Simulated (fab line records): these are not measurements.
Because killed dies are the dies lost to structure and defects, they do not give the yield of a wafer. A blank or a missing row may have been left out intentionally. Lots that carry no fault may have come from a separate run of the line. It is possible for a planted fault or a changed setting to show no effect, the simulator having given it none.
Commonality check across tools	flow rit cmos	13 lots, 39 wafers sampled

## THE REASON FOR OPENING IT
1 of 13 lots carry a flag on the reading NSD_TW at RIT_NSD_TW_MEAS_10. Wafers without a fault read 3100, standard deviation 27.
Rule: flag the lot when none of its wafers has a number, or when each of its wafers that has one lies beyond 4 standard deviations from that mean. The rest of the lots are taken to be sound.

lot	measured	on	NSD_TW, wafer by wafer	flag
L651	day 3 11:15	film metro-01	3122 3124 3112	
L652	day 3 17:08	film metro-01	3097 3150 3139	
L654	day 4 04:37	film metro-02	3092 3075 3072	
L655	day 4 06:19	film metro-03	30 30 30	FLAGGED
L663	day 6 04:07	film metro-02	3071 3094 3084	
L664	day 6 14:40	film metro-02	3075 3097 3060	
L667	day 6 20:31	film metro-02	3080 3079 3069	
L666	day 7 03:55	film metro-01	3075 3066 3088	
L668	day 7 05:20	film metro-03	3125 3135 3127	
L669	day 7 10:32	film metro-01	3085 3100 3095	
L670	day 7 19:04	film metro-03	3134 3134 3138	
L671	day 8 00:35	film metro-01	3111 3124 3104	
L672	day 8 03:09	film metro-03	3139 3127 3133	
Flagged lots average 30: -3070 relative to the usual, that is -99 or more standard deviations.

## WHICH TOOL RAN EACH LOT
The record holds 1 process step before the reading, out of a route of 202 steps. In each cell: the tool, then ch and the chambers that the sampled wafers went through, then the start.
lot	flag	RIT_NSD_EXPOSE_03
L651		iline stepper-02 ch 0, day 3 10:20
L652		iline stepper-01 ch 0, day 3 16:14
L654		iline stepper-02 ch 0, day 4 03:43
L655	FLAGGED	iline stepper-02 ch 0, day 4 05:25
L663		iline stepper-01 ch 0, day 6 03:13
L664		iline stepper-02 ch 0, day 6 13:46
L667		iline stepper-01 ch 0, day 6 19:34
L666		iline stepper-01 ch 0, day 7 03:01
L668		iline stepper-01 ch 0, day 7 04:26
L669		iline stepper-02 ch 0, day 7 09:38
L670		iline stepper-01 ch 0, day 7 18:11
L671		iline stepper-02 ch 0, day 7 23:41
L672		iline stepper-02 ch 0, day 8 02:16
These steps, and what they do:
- RIT_NSD_EXPOSE_03: exposes mask M9, target cd 40700 nm.
- RIT_NSD_TW_MEAS_10

## FLAGGED OVER TOTAL, TOOL BY TOOL (the gauges that took the reading come last)
step	tool	lots run	flagged	share of the flagged lots	sound lots run after its first flagged lot
RIT_NSD_EXPOSE_03	iline stepper-01	6	0	none	-
RIT_NSD_EXPOSE_03	iline stepper-02	7	1	all	4 (L664,L669,L671,L672)
RIT_NSD_TW_MEAS_10	film metro-01	5	0	none	-
RIT_NSD_TW_MEAS_10	film metro-02	4	0	none	-
RIT_NSD_TW_MEAS_10	film metro-03	4	1	all	3 (L668,L670,L672)

## WHAT THE TABLE PERMITS
2 rows of the table ran every flagged lot: iline stepper-02 at RIT_NSD_EXPOSE_03, film metro-03 at RIT_NSD_TW_MEAS_10.
- iline stepper-02 at RIT_NSD_EXPOSE_03: 1 of its 7 lots flagged. Lots that were sound ran on it after the first flagged one (L664, L669, L671, L672); a persistent fault on the entire tool would not allow that.
- film metro-03 at RIT_NSD_TW_MEAS_10: 1 of its 4 lots flagged. Lots that were sound ran on it after the first flagged one (L668, L670, L672); a persistent fault on the entire tool would not allow that.
No row of the table ran every flagged lot and no sound lot after the first.

## WHAT THE SIMULATOR HAD PUT IN
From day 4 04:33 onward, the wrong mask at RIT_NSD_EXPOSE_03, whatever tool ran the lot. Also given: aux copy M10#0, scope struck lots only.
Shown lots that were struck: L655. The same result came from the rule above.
